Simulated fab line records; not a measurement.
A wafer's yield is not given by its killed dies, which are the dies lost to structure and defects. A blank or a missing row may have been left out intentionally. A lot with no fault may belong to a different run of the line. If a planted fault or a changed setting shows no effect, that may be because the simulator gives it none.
Split-lot experiment || flow ritCmos || 23 wafers read from 5 lots, route of 202 steps

== SPLIT DETAILS ==
At RIT_ACTIVE_SOFTBAKE_07 (time 60 s), the setting tempC was moved away from the recipe's 90 C on 10 of the 23 wafers read, by -3.9% to +3.4%. This setting was run at the recipe's value on the other wafers.

Split to reading: the file shows no intervening step.

== THE READING ==
NOVOLAK_of_ACTIVE_COAT_06.thkNm (the simulator's own value, which no gauge read), in nm, at RIT_ACTIVE_DEVELOP_10 (develop time 50 s). There is no usual value for it anywhere in the file. The 13 wafers here that ran the recipe average 1000.7 nm, standard deviation 2.3 nm.

{"wafer": "L075.1", "tool, chamber at the split": "lithoTrack-03, 0", "tempC as run, C": 91.3, "against the recipe": "+1.4%", "NOVOLAK_of_ACTIVE_COAT_06.thkNm, nm": 997.7, "against lot-mates on the recipe": -1.5}
{"wafer": "L075.2", "tool, chamber at the split": "lithoTrack-03, 0", "tempC as run, C": 90, "against the recipe": "recipe", "NOVOLAK_of_ACTIVE_COAT_06.thkNm, nm": 998.3, "against lot-mates on the recipe": "-"}
{"wafer": "L075.3", "tool, chamber at the split": "lithoTrack-03, 0", "tempC as run, C": 90, "against the recipe": "recipe", "NOVOLAK_of_ACTIVE_COAT_06.thkNm, nm": 1001, "against lot-mates on the recipe": "-"}
{"wafer": "L075.4", "tool, chamber at the split": "lithoTrack-03, 0", "tempC as run, C": 91.3, "against the recipe": "+1.4%", "NOVOLAK_of_ACTIVE_COAT_06.thkNm, nm": 997.2, "against lot-mates on the recipe": -2.0}
{"wafer": "L075.6", "tool, chamber at the split": "lithoTrack-03, 0", "tempC as run, C": 90, "against the recipe": "recipe", "NOVOLAK_of_ACTIVE_COAT_06.thkNm, nm": 998.4, "against lot-mates on the recipe": "-"}
{"wafer": "L076.1", "tool, chamber at the split": "lithoTrack-04, 0", "tempC as run, C": 93.03, "against the recipe": "+3.4%", "NOVOLAK_of_ACTIVE_COAT_06.thkNm, nm": 992.4, "against lot-mates on the recipe": -11.1}
{"wafer": "L076.2", "tool, chamber at the split": "lithoTrack-04, 0", "tempC as run, C": 90, "against the recipe": "recipe", "NOVOLAK_of_ACTIVE_COAT_06.thkNm, nm": 1003, "against lot-mates on the recipe": "-"}
{"wafer": "L076.4", "tool, chamber at the split": "lithoTrack-04, 0", "tempC as run, C": 93.03, "against the recipe": "+3.4%", "NOVOLAK_of_ACTIVE_COAT_06.thkNm, nm": 995, "against lot-mates on the recipe": -8.5}
{"wafer": "L076.5", "tool, chamber at the split": "lithoTrack-04, 0", "tempC as run, C": 93.03, "against the recipe": "+3.4%", "NOVOLAK_of_ACTIVE_COAT_06.thkNm, nm": 991.9, "against lot-mates on the recipe": -11.6}
{"wafer": "L076.6", "tool, chamber at the split": "lithoTrack-04, 0", "tempC as run, C": 90, "against the recipe": "recipe", "NOVOLAK_of_ACTIVE_COAT_06.thkNm, nm": 1004, "against lot-mates on the recipe": "-"}
{"wafer": "L083.1", "tool, chamber at the split": "lithoTrack-03, 0", "tempC as run, C": 90, "against the recipe": "recipe", "NOVOLAK_of_ACTIVE_COAT_06.thkNm, nm": 1000, "against lot-mates on the recipe": "-"}
{"wafer": "L083.4", "tool, chamber at the split": "lithoTrack-03, 0", "tempC as run, C": 90, "against the recipe": "recipe", "NOVOLAK_of_ACTIVE_COAT_06.thkNm, nm": 1002, "against lot-mates on the recipe": "-"}
{"wafer": "L083.6", "tool, chamber at the split": "lithoTrack-03, 0", "tempC as run, C": 90, "against the recipe": "recipe", "NOVOLAK_of_ACTIVE_COAT_06.thkNm, nm": 1002, "against lot-mates on the recipe": "-"}
{"wafer": "L084.1", "tool, chamber at the split": "lithoTrack-01, 0", "tempC as run, C": 90, "against the recipe": "recipe", "NOVOLAK_of_ACTIVE_COAT_06.thkNm, nm": 1002, "against lot-mates on the recipe": "-"}
{"wafer": "L084.2", "tool, chamber at the split": "lithoTrack-01, 0", "tempC as run, C": 90, "against the recipe": "recipe", "NOVOLAK_of_ACTIVE_COAT_06.thkNm, nm": 1003, "against lot-mates on the recipe": "-"}
{"wafer": "L084.4", "tool, chamber at the split": "lithoTrack-01, 0", "tempC as run, C": 90, "against the recipe": "recipe", "NOVOLAK_of_ACTIVE_COAT_06.thkNm, nm": 1000, "against lot-mates on the recipe": "-"}
{"wafer": "L084.5", "tool, chamber at the split": "lithoTrack-01, 0", "tempC as run, C": 86.5, "against the recipe": "-3.9%", "NOVOLAK_of_ACTIVE_COAT_06.thkNm, nm": 1011, "against lot-mates on the recipe": "+9.3"}
{"wafer": "L084.6", "tool, chamber at the split": "lithoTrack-01, 0", "tempC as run, C": 86.5, "against the recipe": "-3.9%", "NOVOLAK_of_ACTIVE_COAT_06.thkNm, nm": 1011, "against lot-mates on the recipe": "+9.3"}
{"wafer": "L085.1", "tool, chamber at the split": "lithoTrack-04, 0", "tempC as run, C": 92.3, "against the recipe": "+2.6%", "NOVOLAK_of_ACTIVE_COAT_06.thkNm, nm": 992.7, "against lot-mates on the recipe": -4.7}
{"wafer": "L085.2", "tool, chamber at the split": "lithoTrack-04, 0", "tempC as run, C": 90, "against the recipe": "recipe", "NOVOLAK_of_ACTIVE_COAT_06.thkNm, nm": 999.1, "against lot-mates on the recipe": "-"}
{"wafer": "L085.3", "tool, chamber at the split": "lithoTrack-04, 0", "tempC as run, C": 92.3, "against the recipe": "+2.6%", "NOVOLAK_of_ACTIVE_COAT_06.thkNm, nm": 994.2, "against lot-mates on the recipe": -3.2}
{"wafer": "L085.4", "tool, chamber at the split": "lithoTrack-04, 0", "tempC as run, C": 92.3, "against the recipe": "+2.6%", "NOVOLAK_of_ACTIVE_COAT_06.thkNm, nm": 992.8, "against lot-mates on the recipe": -4.6}
{"wafer": "L085.6", "tool, chamber at the split": "lithoTrack-04, 0", "tempC as run, C": 90, "against the recipe": "recipe", "NOVOLAK_of_ACTIVE_COAT_06.thkNm, nm": 995.7, "against lot-mates on the recipe": "-"}

FIT RESULTS
A straight line over all 23 wafers: NOVOLAK_of_ACTIVE_COAT_06.thkNm changes by -2.55 nm for each +1% of tempC; r = -0.93; the points scatter about the line by 1.9 nm.
The same after taking each lot's own level away (the mean of its wafers on the recipe; 23 wafers): -2.46 nm for each +1%; r = -0.95; scatter 1.7 nm.
That fit puts the effect of the largest move of tempC on the reading at 9.6 nm.
The span of the lots' own levels, 997.40 to 1003.50 nm, comes to 2.7 times the standard deviation stated above.
The two slopes agree, so the slope changes little with the lot-to-lot level.
Check: +9.84 nm against its lot-mates is what the line predicts for one of the wafers moved furthest among these (-3.9%) when that wafer is left out of the fit. It came out at +9.33 nm against them.

== OTHER SPLITS ON THESE WAFERS ==
These wafers also went through other splits before the reading. Each is held against what the fit with the lots' levels taken away leaves over:
{"other split on the same wafers": "RIT_ACTIVE_OXIDATION_01 oxTimeS", "wafers away from the commonest value": 18, "r with NOVOLAK_of_ACTIVE_COAT_06.thkNm (lot level and that fit taken away)": "+0.43"}

== THE FILE'S OWN FIT ==
NOVOLAK_of_ACTIVE_COAT_06.thkNm changes by -2.47 nm for each +1% of tempC, r = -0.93.
